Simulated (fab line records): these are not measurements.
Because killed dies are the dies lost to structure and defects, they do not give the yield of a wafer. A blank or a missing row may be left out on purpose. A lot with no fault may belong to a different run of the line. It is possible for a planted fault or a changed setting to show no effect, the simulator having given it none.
A lot that was struck, set against a sound lot ; flow berkeley-cmos170 ; 22 steps out of a route of 331
Sound: wafers L355.2, L355.5, L355.6. Wafers L353.3, L353.4, L353.6 were the ones struck. At the end, the cause is stated.
At each step with rows: each side's tool, then ch and its chambers, then its first start. Under that, the readings that differ: sound wafers ; struck wafers ; difference of the means ; sigmas: that difference in standard deviations of wafers without a fault.
alike: readings whose means differ by less than 2 such deviations, and words and numbers that are the same on both sides. not compared: withheld readings, readings that some wafer has no value for, bounds like >300 that may hide the same value, and numbers for which the record gives no deviation and whose values overlap.
Wherever a step has rows on one side only, a row that says differs or no value, or a row with sigmas, the two part there. Numbers that have no deviation but don't overlap get no sigmas and don't part them. A reading missing from all wafers of one side parts the sides only when that side holds two or more wafers.

UCB170_V2_CD_MEAS_90 targets a cd of 700 nm.
  sound on cd-sem-02 at day 10 16:59; struck on cd-sem-01 at day 10 14:29
  alike: cd-nm
then, 1 step without rows for these wafers: UCB170_M3_PRE_CLEAN_00 (preclean etch time 60 s).
UCB170_M3_SPUTTER_01: material Al, target thk 900 nm, time 120 s.
  sound on pvd-sputter-03 at day 10 17:09; struck on pvd-sputter-03 at day 10 14:38
  alike: throttle-valve-pct
UCB170_M3_RS_MEAS_02: uses a four-point probe to measure.
  sound on film-metro-03 at day 10 17:16; struck on film-metro-04 at day 10 14:46
  alike: M3_AL_RS
UCB170_M3_THK_MEAS_03: measures by xrf.
  sound on film-metro-03 at day 10 17:23; struck on film-metro-04 at day 10 14:52
  alike: M3_AL_THK
then, 3 steps without rows for these wafers: UCB170_M3_HMDS_04 (prime time 60 s); UCB170_M3_COAT_05 (resist thk 900 nm); UCB170_M3_SOFTBAKE_06 (time 60 s).
UCB170_M3_STRIP_07: strips in O2.
  sound on plasma-asher-04 ch 0,1, day 10 18:13; struck on plasma-asher-04 ch 0,1, day 10 15:40
  alike: drypump-motor-current-A, oes-product-au, strip-time-to-endpoint-s
  not compared: rf-hours-counter-h
then, 3 steps without rows for these wafers: UCB170_M3_STRIP_08 (strips KrF in DMSO, time 600 s); UCB170_M3_COAT_09; UCB170_M3_COAT_10 (resist thk 900 nm).
UCB170_M3_SOFTBAKE_11: time 60 s.
  sound on litho-track-03 ch 0, day 10 18:00; struck on litho-track-01 ch 0, day 10 16:00
reading;sound;struck;difference;sigmas
heater-power-total-W (W);56.75 56.77 56.74;63.78 63.98 63.88;+7.13;+99 or more
plate-temp-C (C);129.84 129.97 130.12;142.23 142.02 142.20;+12.17;+94
model.KrF_of_M3_COAT_10.thk-nm (nm);903.7 901.1 903.4;886.7 885.9 884.7;-17.0;
  alike: resist-line-temp-C
then, 2 steps without rows for these wafers: UCB170_M3_EXPOSE_12 (exposes mask METAL3, target cd 700 nm); UCB170_M3_PEB_13.
UCB170_M3_DEVELOP_14: develop time 45 s.
  sound: litho-track-03 ch 0; struck: litho-track-01 ch 0
reading;sound;struck;difference;sigmas
model.KrF_of_M3_COAT_10.thk-nm (nm);889.5 886.9 889.2;872.6 871.8 870.6;-16.9;
  alike: resist-line-temp-C
UCB170_M3_CD_MEAS_15 targets a cd of 700 nm.
  sound on cd-sem-02 at day 10 19:46; struck on cd-sem-02 at day 10 17:24
reading;sound;struck;difference;sigmas
cd-nm (nm);700.0 700.9 701.7;675.2 676.0 674.4;-25.7;-20
UCB170_M3_OVL_MEAS_16:
  sound on overlay-01 at day 10 19:52; struck on overlay-01 at day 10 17:29
  alike: M3_OVL
UCB170_M3_ETCH_17: etches BARC in N2/H2.
  sound on rie-diel-01 ch 0,1, day 10 19:54; struck on rie-diel-04 ch 0,1,2, day 10 17:31
reading;sound;struck;difference;sigmas
model.M3.cd-nm (nm);700.5 701.2 701.5;675.7 675.4 674.6;-25.8;
  alike: drypump-motor-current-A, oes-product-au, throttle-valve-pct
UCB170_M3_METAL_ETCH_18: etches Al in Cl2/BCl3, stops on SiO2, target depth 1170 nm, time 195 s.
  sound on rie-metal-02 ch 0,1, day 10 19:57; struck on rie-metal-04 ch 0,1, day 10 17:37
reading;sound;struck;difference;sigmas
model.M3.cd-nm (nm);698.1 697.2 699.9;667.2 673.1 666.6;-29.4;
  alike: bcl3-flow-sccm, drypump-motor-current-A, oes-product-au, throttle-valve-pct
  not compared: rf-hours-counter-h
UCB170_M3_STRIP_19: strips in O2.
  sound on plasma-asher-02 ch 0,1, day 10 20:08; struck on plasma-asher-03 ch 0,1, day 10 17:47
  alike: drypump-motor-current-A, oes-product-au
  not compared: rf-hours-counter-h
UCB170_M3_PROBE_99:
  sound wafers here have rows in the record (prober-01, day 10 20:31); struck ones have none

## WHERE THEY PART
First at UCB170_M3_SOFTBAKE_11; last, within this record, at UCB170_M3_PROBE_99.

WHY: what the simulator had put in
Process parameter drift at UCB170_M3_SOFTBAKE_11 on litho-track-01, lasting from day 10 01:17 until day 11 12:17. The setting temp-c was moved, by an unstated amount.
